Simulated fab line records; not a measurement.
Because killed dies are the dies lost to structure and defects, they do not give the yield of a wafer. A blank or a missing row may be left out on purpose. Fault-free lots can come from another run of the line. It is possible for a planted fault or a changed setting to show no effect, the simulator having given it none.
fab line records	flow ritCmos
record lots=6	wafers=18	lastDay=7
route steps=202 shown M1@184
lots that met no fault: from a run of the same line without faults
startH: the number of hours between the record's first day and the start of the first shown wafer of the lot	waitH: hours from the lot's prior step to this one	" same as the row above	L1.1+2: a row that stands for several wafers	- no value present, or no start provided	* or withheld: withheld	< > ~ a bound
route shown NAME@n: names a module that has steps shown in the file, with the first one's number in the route	usual: mean/standard deviation taken from wafers without a fault	same: alike in all rows	chamber/n: place in a boat	sites: readings site by site	_std_site: the standard deviation of these	_edge_site: the outer-site mean with the inner-site mean subtracted	radiusMm: how far each site lies from the wafer's centre	mask NAME#n: copy n	behind: the tool/chamber that last shaped the wafer	hold: the reason the lot was held/the length of the hold in hours/how it ended	device: the transistor (n, p or np) that didn't switch	end of line: tests of these same wafers at the route's end	for a step that has no rows: nothing shown but its recipe	killed: dies that structure and defects cost at the first sort, which is not the same as the wafer's yield	map: the dies of a wafer, with x for killed, . for not killed, _ for no die there
set.NAME: setting as actually run; set.NAME@STEP: the setting as run at that earlier step	model.NAME: the simulator's own value behind a step, which no gauge read
lots at selected steps of the route; one table per step, one row per wafer
services: the hour from which a tool's chamber was out of use, counted from the record's first day as startH (under 0 if before that day), plus the number of hours and why
## steps
# step RIT_M1_SPUTTER_00
# recipe material=Al	targetThkNm=400	powerW=2000	chamberPressurePa=0.4	gas=Ar	timeS=500	substrateTempC=25
# usual chamberPressurePa=0.4000/0.00079	throttleValvePct=30.2/0.92
lot.wafer	tool	chamber	startH	waitH	chamberPressurePa	throttleValvePct
L277.1	pvdSputter-01	-	53.36	0.0	0.4005	29.5
L277.3	"	-	"	"	0.3989	31.6
L277.6	"	-	"	"	0.4013	30.4
L281.1	pvdSputter-03	-	78.63	0.0	0.3987	30.9
L281.2	"	-	"	"	0.3995	30.7
L281.6	"	-	"	"	0.3999	31.0
L290.1	pvdSputter-01	-	122.97	0.0	0.3993	30.3
L290.3	"	-	"	"	0.3994	29.8
L290.6	"	-	"	"	0.3988	30.3
L293.2	pvdSputter-02	-	140.42	0.0	0.3988	29.8
L293.3	"	-	"	"	0.3997	29.2
L293.6	"	-	"	"	0.3987	30.4
L297.3	pvdSputter-02	-	157.37	0.0	0.3996	29.8
L297.5	"	-	"	"	0.4001	29.5
L297.6	"	-	"	"	0.4005	30.7
L300.1	pvdSputter-01	-	172.11	0.0	0.3993	31.8
L300.2	"	-	"	"	0.3995	29.6
L300.4	"	-	"	"	0.4003	30.3
# step RIT_M1_RS_MEAS_01
# recipe thkMeasGauge=four-point-probe	reads=Al_of_M1_SPUTTER_00
# usual M1_AL_RS=0.0731/0.0007
lot.wafer	tool	chamber	startH	waitH	M1_AL_RS[ohm/sq]
L277.1	filmMetro-02	-	53.66	0.1	0.0724
L277.3	"	-	"	"	0.0722
L277.6	"	-	"	"	0.0722
L281.1	filmMetro-02	-	78.93	0.1	0.0725
L281.2	"	-	"	"	0.0719
L281.6	"	-	"	"	0.0723
L290.1	filmMetro-04	-	123.26	0.1	0.0740
L290.3	"	-	"	"	0.0737
L290.6	"	-	"	"	0.0746
L293.2	filmMetro-02	-	140.73	0.2	0.0725
L293.3	"	-	"	"	0.0723
L293.6	"	-	"	"	0.0720
L297.3	filmMetro-01	-	157.71	0.2	0.0730
L297.5	"	-	"	"	0.0725
L297.6	"	-	"	"	0.0736
L300.1	filmMetro-02	-	172.41	0.1	0.0723
L300.2	"	-	"	"	0.0724
L300.4	"	-	"	"	0.0724
# step RIT_M1_THK_MEAS_02
# recipe thkMeasGauge=xrf	reads=Al_of_M1_SPUTTER_00
# usual M1_AL_THK=397/3.6
lot.wafer	tool	chamber	startH	waitH	M1_AL_THK[nm]
L277.1	filmMetro-02	-	53.78	0.1	400
L277.3	"	-	"	"	399
L277.6	"	-	"	"	402
L281.1	filmMetro-02	-	79.05	0.1	398
L281.2	"	-	"	"	404
L281.6	"	-	"	"	400
L290.1	filmMetro-04	-	123.38	0.1	393
L290.3	"	-	"	"	393
L290.6	"	-	"	"	390
L293.2	filmMetro-02	-	140.84	0.1	401
L293.3	"	-	"	"	402
L293.6	"	-	"	"	403
L297.3	filmMetro-01	-	157.81	0.1	399
L297.5	"	-	"	"	402
L297.6	"	-	"	"	399
L300.1	filmMetro-02	-	172.53	0.1	397
L300.2	"	-	"	"	397
L300.4	"	-	"	"	401
# step RIT_M1_HMDS_03
# recipe primeTimeS=60	primeTempC=140
# step RIT_M1_COAT_04
# recipe resist=NOVOLAK	spinRpm=2000	resistThkNm=1300
# step RIT_M1_SOFTBAKE_05
# recipe resist=NOVOLAK	tempC=90	timeS=60
# step RIT_M1_EXPOSE_06
# recipe maskId=M12	na=0.6	sourceShape=conventional	sigmaOuter=0.5	targetCdNm=2600	doseMj=250
# step RIT_M1_PEB_07
# recipe resist=NOVOLAK	tempC=withheld	timeS=withheld
# step RIT_M1_DEVELOP_08
# recipe resist=NOVOLAK	developTimeS=68	devTempC=23.4
# step RIT_M1_CD_MEAS_09
# recipe targetCdNm=2600
# usual cdNm=2600.2/2
lot.wafer	tool	chamber	startH	waitH	cdNm
L277.1	cdSem-02	-	54.72	-	2598.9
L277.3	"	-	"	"	2603.1
L277.6	"	-	"	"	2600.1
L281.1	cdSem-01	-	79.99	-	2598.0
L281.2	"	-	"	"	2595.8
L281.6	"	-	"	"	2597.2
L290.1	cdSem-02	-	124.32	-	2598.2
L290.3	"	-	"	"	2598.3
L290.6	"	-	"	"	2600.1
L293.2	cdSem-02	-	141.79	-	2598.8
L293.3	"	-	"	"	2598.1
L293.6	"	-	"	"	2597.8
L297.3	cdSem-02	-	159.12	-	2596.8
L297.5	"	-	"	"	2599.3
L297.6	"	-	"	"	2598.5
L300.1	cdSem-02	-	173.47	-	2602.1
L300.2	"	-	"	"	2602.1
L300.4	"	-	"	"	2600.8
# step RIT_M1_OVL_MEAS_10
# usual M1_OVL=0.1/1.4
lot.wafer	tool	chamber	startH	waitH	M1_OVL[nm]
L277.1	overlay-01	-	54.84	0.1	-0.1
L277.3	"	-	"	"	-0.3
L277.6	"	-	"	"	0.5
L281.1	overlay-01	-	80.11	0.1	0.2
L281.2	"	-	"	"	-0.1
L281.6	"	-	"	"	-1.0
L290.1	overlay-02	-	124.44	0.1	-0.4
L290.3	"	-	"	"	2.8
L290.6	"	-	"	"	1.8
L293.2	overlay-02	-	141.90	0.1	-1.0
L293.3	"	-	"	"	-0.8
L293.6	"	-	"	"	-1.4
L297.3	overlay-02	-	159.21	0.1	-1.9
L297.5	"	-	"	"	0.7
L297.6	"	-	"	"	-0.9
L300.1	overlay-01	-	173.59	0.1	1.8
L300.2	"	-	"	"	0.8
L300.4	"	-	"	"	0.2
# step RIT_M1_HARDBAKE_11
# recipe resist=NOVOLAK	tempC=140	timeS=120
# step RIT_M1_METAL_ETCH_12
# recipe stopOn=SiO2	chemistry=Cl2/BCl3	target=Al	timeS=165	overEtchFrac=0.5	pressureMtorr=100	targetDepthA=6000	rfW=250	Cl2_flow_sccm=60	bcl3FlowSccm=50
# usual drypumpMotorCurrentA=5.50/0.26	oesProductAu=0.781/0.015	throttleValvePct=8.16/0.11
# same overEtchFrac=0.5
lot.wafer	tool	chamber	startH	waitH	drypumpMotorCurrentA	oesProductAu	rfHoursCounterH	throttleValvePct
L277.1	rieMetal-03	0	55.12	0.2	5.32	0.811	4	8.10
L277.3	"	0	"	"	5.32	0.798	-	8.09
L277.6	"	0	"	"	5.32	0.808	-	8.09
L281.1	rieMetal-02	1	80.39	0.2	5.57	0.776	1	8.27
L281.2	"	0	"	"	5.22	0.786	1	8.09
L281.6	"	0	"	"	5.22	0.787	-	8.09
L290.1	rieMetal-02	0	124.73	0.2	5.21	0.767	1	8.09
L290.3	"	0	"	"	5.23	0.775	-	8.10
L290.6	"	0	"	"	5.24	0.774	-	8.10
L293.2	rieMetal-02	0	142.18	0.2	5.20	0.781	1	8.11
L293.3	"	0	"	"	5.20	0.773	-	8.10
L293.6	"	1	"	"	5.55	0.779	-	8.27
L297.3	rieMetal-01	0	159.54	0.2	5.39	0.765	-	8.21
L297.5	"	1	"	"	5.46	0.770	-	8.32
L297.6	"	0	"	"	5.39	0.770	-	8.20
L300.1	rieMetal-01	1	173.87	0.2	5.42	0.765	0	8.32
L300.2	"	0	"	"	5.39	0.778	0	8.19
L300.4	"	0	"	"	5.40	0.768	-	8.20
# step RIT_M1_STRIP_13
# recipe chemistry=nmp	resist=NOVOLAK	tempC=80	timeS=600	dry=n2Spin
# step RIT_M1_STRIP_14
# recipe chemistry=O2	timeS=180	platenTempC=withheld	powerW=500	pressureMtorr=4000	o2FlowSccm=4000
# usual drypumpMotorCurrentA=5.7/0.66
lot.wafer	tool	chamber	startH	waitH	drypumpMotorCurrentA	rfHoursCounterH
L277.1	plasmaAsher-04	1	55.75	0.0	6.6	39
L277.3	"	0	"	"	5.4	-
L277.6	"	1	"	"	6.6	-
L281.1	plasmaAsher-04	1	80.73	0.0	6.6	42
L281.2	"	0	"	"	5.4	42
L281.6	"	1	"	"	6.6	-
L290.1	plasmaAsher-04	1	125.07	0.0	6.6	48
L290.3	"	0	"	"	5.4	-
L290.6	"	0	"	"	5.4	-
L293.2	plasmaAsher-01	1	142.52	0.0	6.4	37
L293.3	"	0	"	"	4.9	-
L293.6	"	0	"	"	4.9	-
L297.3	plasmaAsher-02	1	159.88	0.1	5.1	-
L297.5	"	0	"	"	5.4	-
L297.6	"	1	"	"	5.1	-
L300.1	plasmaAsher-01	0	174.21	0.0	4.9	41
L300.2	"	1	"	"	6.4	41
L300.4	"	1	"	"	6.4	-
# step RIT_M1_CD_MEAS_90
# recipe targetCdNm=2600
# usual cdNm=2600.2/2.4
lot.wafer	tool	chamber	startH	waitH	cdNm
L277.1	cdSem-02	-	55.92	0.1	2603.3
L277.3	"	-	"	"	2605.7
L277.6	"	-	"	"	2602.7
L281.1	cdSem-01	-	80.91	0.1	2597.0
L281.2	"	-	"	"	2598.9
L281.6	"	-	"	"	2597.6
L290.1	cdSem-02	-	125.24	0.1	2598.3
L290.3	"	-	"	"	2599.3
L290.6	"	-	"	"	2600.3
L293.2	cdSem-02	-	142.71	0.1	2598.7
L293.3	"	-	"	"	2598.1
L293.6	"	-	"	"	2596.4
L297.3	cdSem-02	-	160.07	0.1	2596.7
L297.5	"	-	"	"	2596.4
L297.6	"	-	"	"	2598.1
L300.1	cdSem-02	-	174.39	0.1	2597.1
L300.2	"	-	"	"	2602.0
L300.4	"	-	"	"	2599.9
# step RIT_M1_ANNEAL_15
# recipe tempC=447.6	timeS=1800	ambient=forming_gas_H2N2
# step RIT_M1_BOW_MEAS_16
# recipe mode=bow
# usual M1_BOW=17/6.3
lot.wafer	tool	chamber	startH	waitH	M1_BOW[um]
L277.1	filmMetro-04	-	57.54	0.0	6
L277.3	"	-	"	"	29
L277.6	"	-	"	"	7
L281.1	filmMetro-04	-	82.53	0.0	17
L281.2	"	-	"	"	11
L281.6	"	-	"	"	23
L290.1	filmMetro-01	-	126.86	0.0	21
L290.3	"	-	"	"	16
L290.6	"	-	"	"	21
L293.2	filmMetro-02	-	144.33	0.0	19
L293.3	"	-	"	"	9
L293.6	"	-	"	"	23
L297.3	filmMetro-02	-	161.69	0.0	14
L297.5	"	-	"	"	25
L297.6	"	-	"	"	13
L300.1	filmMetro-01	-	176.01	0.0	21
L300.2	"	-	"	"	14
L300.4	"	-	"	"	4
# step RIT_M1_PROBE_99
# usual defectLimitedYield=97.7/1.2	killed_at_M0_to_M3=0.0/0.2	killedAtFrontEnd=6/3.1	killedDies=6/3.1	killedOnRim=1.6/1.4	killedOpen=2.9/2	killedShort=3.3/2	sort_bin_3_pad_short=0.1/0.2	sort_bin_5_function=1.3/0.81	sort_bin_6_memory=0.9/0.61	sortNPass=258/3.1	sortYieldPct=97.7/1.2
# same grossDies=264	killed_at_M4_up=0	killedAtBackSide=0	killedAtContacts=0	killedAtOther=0
lot.wafer	tool	chamber	startH	waitH	hold	defectLimitedYield[%]	killed_at_M0_to_M3	killedAtFrontEnd	killedDies	killedOnRim	killedOpen	killedShort	sort_bin_3_pad_short[%]	sort_bin_5_function[%]	sort_bin_6_memory[%]	sortNPass	sortYieldPct[%]	model.etest.tester.sortNPass	model.etest.tester.sortYieldPct	model.etest.tester.sort_bin_5_pct	model.etest.tester.sort_bin_3_pct	model.etest.tester.sort_bin_6_pct
L277.1	prober-02	-	57.66	0.1	-	96.6	0	9	9	2	5	4	0	1.5	1.9	255	96.6	255	96.59	1.515	0	1.894
L277.3	prober-02	-	57.76	0.2	-	99.2	0	2	2	0	0	2	0	0.4	0.4	262	99.2	262	99.24	0.3788	0	0.3788
L277.6	prober-02	-	57.91	0.2	-	99.2	0	2	2	1	2	0	0	0	0.8	262	99.2	262	99.24	0	0	0.7576
L281.1	prober-02	-	82.65	0.1	-	95.5	0	12	12	3	7	5	0	1.9	2.7	252	95.5	252	95.45	1.894	0	2.652
L281.2	prober-02	-	82.70	0.1	-	97.3	0	7	7	1	5	2	0	1.1	1.5	257	97.3	257	97.35	1.136	0	1.515
L281.6	prober-02	-	82.90	0.2	-	94.7	0	14	14	2	7	7	0	3.0	2.3	250	94.7	250	94.7	3.03	0	2.273
L290.1	prober-01	-	126.98	0.1	awaitDispo/1.6h/release	89.4	25	3	28	10	2	1	1.5	7.2	1.9	236	89.4	236	89.39	7.197	1.515	1.894
L290.3	prober-01	-	127.08	0.2	awaitDispo/1.6h/release	89.4	23	5	28	11	3	2	2.3	6.1	2.3	236	89.4	236	89.39	6.061	2.273	2.273
L290.6	prober-01	-	127.23	0.2	awaitDispo/1.6h/release	91.7	19	3	22	6	2	1	0.8	5.7	1.9	242	91.7	242	91.67	5.682	0.7576	1.894
L293.2	prober-02	-	144.48	0.1	awaitDispo/6.6h/release	90.2	23	3	26	8	2	1	1.5	7.6	0.8	238	90.2	238	90.15	7.576	1.515	0.7576
L293.3	prober-02	-	144.53	0.2	awaitDispo/6.6h/release	88.6	22	8	30	10	3	5	1.1	8.7	1.5	234	88.6	234	88.64	8.712	1.136	1.515
L293.6	prober-02	-	144.68	0.2	awaitDispo/6.6h/release	85.6	33	5	38	3	3	2	2.3	9.8	2.3	226	85.6	226	85.61	9.848	2.273	2.273
L297.3	prober-02	-	161.87	0.2	-	95.8	0	11	11	2	7	4	0	2.7	1.5	253	95.8	253	95.83	2.652	0	1.515
L297.5	prober-02	-	161.97	0.2	-	96.6	0	9	9	1	5	4	0	1.5	1.9	255	96.6	255	96.59	1.515	0	1.894
L297.6	prober-02	-	162.02	0.2	-	96.6	0	9	9	3	3	6	0	1.9	1.5	255	96.6	255	96.59	1.894	0	1.515
L300.1	prober-01	-	176.13	0.1	-	95.1	0	13	13	0	4	9	0.4	2.7	1.9	251	95.1	251	95.08	2.652	0.3788	1.894
L300.2	prober-01	-	176.18	0.1	-	97.0	0	8	8	4	4	4	0	1.5	1.5	256	97.0	256	96.97	1.515	0	1.515
L300.4	prober-01	-	176.28	0.2	-	98.1	0	5	5	2	3	2	0	1.1	0.8	259	98.1	259	98.11	1.136	0	0.7576
# killed by level:class
L277.1 FOX1:geometricParticle:short=2 SILICIDE:geometricParticle:open=2 FOX1:geometricParticle:open=1 FOX2:geometricParticle:short=1 REOX:geometricParticle:open=1 SPACER:geometricParticle:open=1 SILICIDE:geometricParticle:short=1
L277.3 GATE:geometricParticle:short=1 REOX:geometricParticle:short=1
L277.6 ACTIVE:geometricParticle:open=1 GATE:geometricParticle:open=1
L281.1 GATE:geometricParticle:short=4 FOX1:geometricParticle:open=3 GATE:geometricParticle:open=3 FOX1:geometricParticle:short=1 SPACER:geometricParticle:open=1
L281.2 SILICIDE:geometricParticle:open=2 FOX1:geometricParticle:short=1 FOX1:geometricParticle:open=1 GATE:geometricParticle:open=1 REOX:geometricParticle:open=1 SILICIDE:geometricParticle:short=1
L281.6 SILICIDE:geometricParticle:short=4 FOX1:geometricParticle:open=3 GATE:geometricParticle:short=2 FOX1:geometricParticle:short=1 FOX2:geometricParticle:open=1 GATE:geometricParticle:open=1 REOX:geometricParticle:open=1 SILICIDE:geometricParticle:open=1
L290.1 M1:unspecified=25 FOX1:geometricParticle:short=1 GATE:geometricParticle:open=1 SILICIDE:geometricParticle:open=1
L290.3 M1:unspecified=23 SILICIDE:geometricParticle:open=2 GATE:geometricParticle:short=1 REOX:geometricParticle:open=1 SILICIDE:geometricParticle:short=1
L290.6 M1:unspecified=19 FOX1:geometricParticle:open=1 GATE:geometricParticle:open=1 REOX:geometricParticle:short=1
L293.2 M1:unspecified=23 FOX1:geometricParticle:open=1 GATE:geometricParticle:short=1 SILICIDE:geometricParticle:open=1
L293.3 M1:unspecified=22 SILICIDE:geometricParticle:short=2 FOX1:geometricParticle:open=1 FOX1:geometricParticle:short=1 GATE:geometricParticle:short=1 REOX:geometricParticle:open=1 REOX:geometricParticle:short=1 SILICIDE:geometricParticle:open=1
L293.6 M1:unspecified=33 GATE:geometricParticle:open=3 GATE:geometricParticle:short=2
L297.3 FOX1:geometricParticle:open=2 GATE:geometricParticle:open=2 SILICIDE:geometricParticle:open=2 FOX1:geometricParticle:short=1 GATE:geometricParticle:short=1 REOX:geometricParticle:open=1 REOX:geometricParticle:short=1 SILICIDE:geometricParticle:short=1
L297.5 FOX1:geometricParticle:open=2 GATE:geometricParticle:open=2 REOX:geometricParticle:short=2 GATE:geometricParticle:short=1 SPACER:geometricParticle:open=1 SILICIDE:geometricParticle:short=1
L297.6 GATE:geometricParticle:short=3 REOX:geometricParticle:open=2 FOX1:geometricParticle:short=1 GATE:geometricParticle:open=1 SPACER:geometricParticle:short=1 SILICIDE:geometricParticle:short=1
L300.1 SPACER:geometricParticle:short=3 SILICIDE:geometricParticle:short=3 GATE:geometricParticle:short=2 REOX:geometricParticle:open=2 FOX1:geometricParticle:open=1 FOX1:geometricParticle:short=1 SPACER:geometricParticle:open=1
L300.2 FOX1:geometricParticle:short=2 GATE:geometricParticle:short=2 FOX2:geometricParticle:open=1 GATE:geometricParticle:open=1 SPACER:geometricParticle:open=1 SILICIDE:geometricParticle:open=1
L300.4 FOX2:geometricParticle:open=3 GATE:geometricParticle:short=1 SPACER:geometricParticle:short=1
# map L290.1 (x killed, . not)
________......._______
_____.............____
____...............___
___.................__
__..................._
__................xx._
_..................xxx
_................x.xxx
_..x.............xxxxx
_................xxxxx
__.......x.......xxxx_
__.................xx_
___.................__
____...............___
_____.............____
________.x....._______
# map L293.6 (x killed, . not)
________......._______
_____.............____
____......x........___
___.................__
__.x..........x......_
__........xxxxxx....._
_.........xxxxxxx.....
_x........xxxxxxxx....
_..........xxxx.x.....
_..........xxxxx......
__...........x......._
__......x............_
___.................__
____...............___
_____.............____
________.....x._______
## services
tool	chamber	startH	hours	kind
pvdSputter-03	-	34.94	1.0	repair
rieMetal-03	1	52.90	10.5	repair
plasmaAsher-02	-	71.80	14.6	pm
rieMetal-02	-	73.94	0.8	repair
pvdSputter-03	-	75.64	2.5	repair
rieMetal-02	-	82.15	1.3	repair
rieMetal-01	-	136.12	20.0	pm
rieMetal-01	0	136.12	20.0	ventCycle
rieMetal-01	1	136.12	20.0	ventCycle
rieMetal-01	0	156.12	-	clean
rieMetal-01	1	156.12	-	clean
## key
firstSign step=RIT_M1_PROBE_99	reading=killed_at_M0_to_M3	direction=up	sigmas=24	usual=0.0	struck=24.2
effect step=RIT_M1_PROBE_99	reading=sort_bin_5_function	direction=up	sigmas=7.6	usual=1.3	struck=7.5
modelEffect step=RIT_M1_PROBE_99	value=etest.tester.sortNPass	without=259.2	struck=235.3
metAt RIT_M1_METAL_ETCH_12
struckWafers L290.1,L290.3,L290.6,L293.2,L293.3,L293.6
onsetBetween 80.39 124.73
fault kind=chamberParticleSource	tool=rieMetal-02	chamber=-	onsetH=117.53	steps=RIT_M1_METAL_ETCH_12	ratePerVisitCm2=0.74119	endH=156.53
